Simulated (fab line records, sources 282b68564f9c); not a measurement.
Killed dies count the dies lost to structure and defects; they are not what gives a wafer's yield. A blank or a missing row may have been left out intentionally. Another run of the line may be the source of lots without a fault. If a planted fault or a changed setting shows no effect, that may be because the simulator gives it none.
Shared-tool check / flow ritCmos / Lots sampled 13, wafers sampled 39

== WHY THIS WAS OPENED ==
RIT_FOX2_THK_MEAS_91, reading FIELD_OXIDE_LEFT_2_THK: flagged on 1 of 13 lots. Fault-free wafers read 253 nm, with a standard deviation of 6.
Rule: a lot is flagged when every wafer of it that has a number lies more than 4 standard deviations from that mean, or none has a number. The rest of the lots are taken to be sound.

lot=L625; measured=day 2 10:13; on=filmMetro-04; FIELD_OXIDE_LEFT_2_THK (nm), wafer by wafer=256 259 248; flag=
lot=L626; measured=day 2 16:10; on=filmMetro-04; FIELD_OXIDE_LEFT_2_THK (nm), wafer by wafer=255 265 255; flag=
lot=L628; measured=day 3 07:20; on=filmMetro-04; FIELD_OXIDE_LEFT_2_THK (nm), wafer by wafer=256 248 252; flag=
lot=L633; measured=day 4 01:22; on=filmMetro-04; FIELD_OXIDE_LEFT_2_THK (nm), wafer by wafer=226 223 228; flag=FLAGGED
lot=L639; measured=day 5 05:59; on=filmMetro-02; FIELD_OXIDE_LEFT_2_THK (nm), wafer by wafer=246 241 242; flag=
lot=L641; measured=day 5 16:41; on=filmMetro-02; FIELD_OXIDE_LEFT_2_THK (nm), wafer by wafer=257 253 255; flag=
lot=L642; measured=day 5 21:33; on=filmMetro-04; FIELD_OXIDE_LEFT_2_THK (nm), wafer by wafer=255 245 254; flag=
lot=L643; measured=day 6 03:22; on=filmMetro-04; FIELD_OXIDE_LEFT_2_THK (nm), wafer by wafer=249 255 250; flag=
lot=L644; measured=day 6 06:58; on=filmMetro-04; FIELD_OXIDE_LEFT_2_THK (nm), wafer by wafer=251 247 252; flag=
lot=L645; measured=day 6 12:34; on=filmMetro-01; FIELD_OXIDE_LEFT_2_THK (nm), wafer by wafer=252 247 256; flag=
lot=L646; measured=day 6 16:29; on=filmMetro-01; FIELD_OXIDE_LEFT_2_THK (nm), wafer by wafer=254 254 260; flag=
lot=L647; measured=day 6 22:34; on=filmMetro-01; FIELD_OXIDE_LEFT_2_THK (nm), wafer by wafer=257 257 264; flag=
lot=L648; measured=day 7 02:43; on=filmMetro-02; FIELD_OXIDE_LEFT_2_THK (nm), wafer by wafer=262 260 262; flag=
The mean of the flagged lots' numbers is 226 nm, -27 nm from the usual (-5 standard deviations).

== TOOL THAT RAN EACH LOT ==
The record keeps 1 process step preceding the reading, out of 202 steps on the route. Every cell lists first the tool, next ch and the chambers used by the sampled wafers, and last the start.
lot=L625; flag=; RIT_GATE_CLEAN_04=wetBench-03 ch 3, day 2 10:11
lot=L626; flag=; RIT_GATE_CLEAN_04=wetBench-01 ch 0, day 2 16:07
lot=L628; flag=; RIT_GATE_CLEAN_04=wetBench-01 ch 2, day 3 07:18
lot=L633; flag=FLAGGED; RIT_GATE_CLEAN_04=wetBench-01 ch 2, day 4 01:21
lot=L639; flag=; RIT_GATE_CLEAN_04=wetBench-03 ch 0, day 5 05:58
lot=L641; flag=; RIT_GATE_CLEAN_04=wetBench-03 ch 0, day 5 16:40
lot=L642; flag=; RIT_GATE_CLEAN_04=wetBench-04 ch 2, day 5 21:30
lot=L643; flag=; RIT_GATE_CLEAN_04=wetBench-03 ch 0, day 6 03:20
lot=L644; flag=; RIT_GATE_CLEAN_04=wetBench-03 ch 1, day 6 06:54
lot=L645; flag=; RIT_GATE_CLEAN_04=wetBench-04 ch 1, day 6 12:33
lot=L646; flag=; RIT_GATE_CLEAN_04=wetBench-03 ch 3, day 6 16:28
lot=L647; flag=; RIT_GATE_CLEAN_04=wetBench-04 ch 1, day 6 22:32
lot=L648; flag=; RIT_GATE_CLEAN_04=wetBench-03 ch 0, day 7 02:41
What the steps here do:
- RIT_GATE_CLEAN_04: cleans in dHF, time 60 s.
- RIT_FOX2_THK_MEAS_91

== FLAGGED AGAINST TOTAL, ONE TOOL AT A TIME (gauges that did the reading follow at the end) ==
step=RIT_GATE_CLEAN_04; tool=wetBench-01; lots run=3; flagged=1; share of the flagged lots=all; sound lots run after its first flagged lot=0
step=RIT_GATE_CLEAN_04; tool=wetBench-03; lots run=7; flagged=0; share of the flagged lots=none; sound lots run after its first flagged lot=-
step=RIT_GATE_CLEAN_04; tool=wetBench-04; lots run=3; flagged=0; share of the flagged lots=none; sound lots run after its first flagged lot=-
step=RIT_FOX2_THK_MEAS_91; tool=filmMetro-01; lots run=3; flagged=0; share of the flagged lots=none; sound lots run after its first flagged lot=-
step=RIT_FOX2_THK_MEAS_91; tool=filmMetro-02; lots run=3; flagged=0; share of the flagged lots=none; sound lots run after its first flagged lot=-
step=RIT_FOX2_THK_MEAS_91; tool=filmMetro-04; lots run=7; flagged=1; share of the flagged lots=all; sound lots run after its first flagged lot=3 (L642,L643,L644)

== THE TABLE: WHAT IT ALLOWS ==
2 rows of the table ran every flagged lot: wetBench-01 at RIT_GATE_CLEAN_04, filmMetro-04 at RIT_FOX2_THK_MEAS_91.
- wetBench-01 at RIT_GATE_CLEAN_04: 1 of its 3 lots flagged. It ran its last sound lot, L628, at day 3 07:18 and its first flagged lot, L633, at day 4 01:21: a fault with its onset between the two fits. Its own readings (runLengthS) fall more than 4 standard deviations out on all wafers of the flagged lots.
- filmMetro-04 at RIT_FOX2_THK_MEAS_91: 1 of its 7 lots flagged. Sound lots followed the first flagged one (L642, L643, L644) on it, something a lasting fault affecting the whole tool could not allow.
One tool is left: wetBench-01 at RIT_GATE_CLEAN_04.

== WHAT THE SIMULATOR HAD PUT IN ==
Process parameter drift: wetBench-01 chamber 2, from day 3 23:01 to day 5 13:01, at RIT_GATE_CLEAN_04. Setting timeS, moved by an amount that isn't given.
Struck lots among those shown: L633. The rule given above showed the same thing.
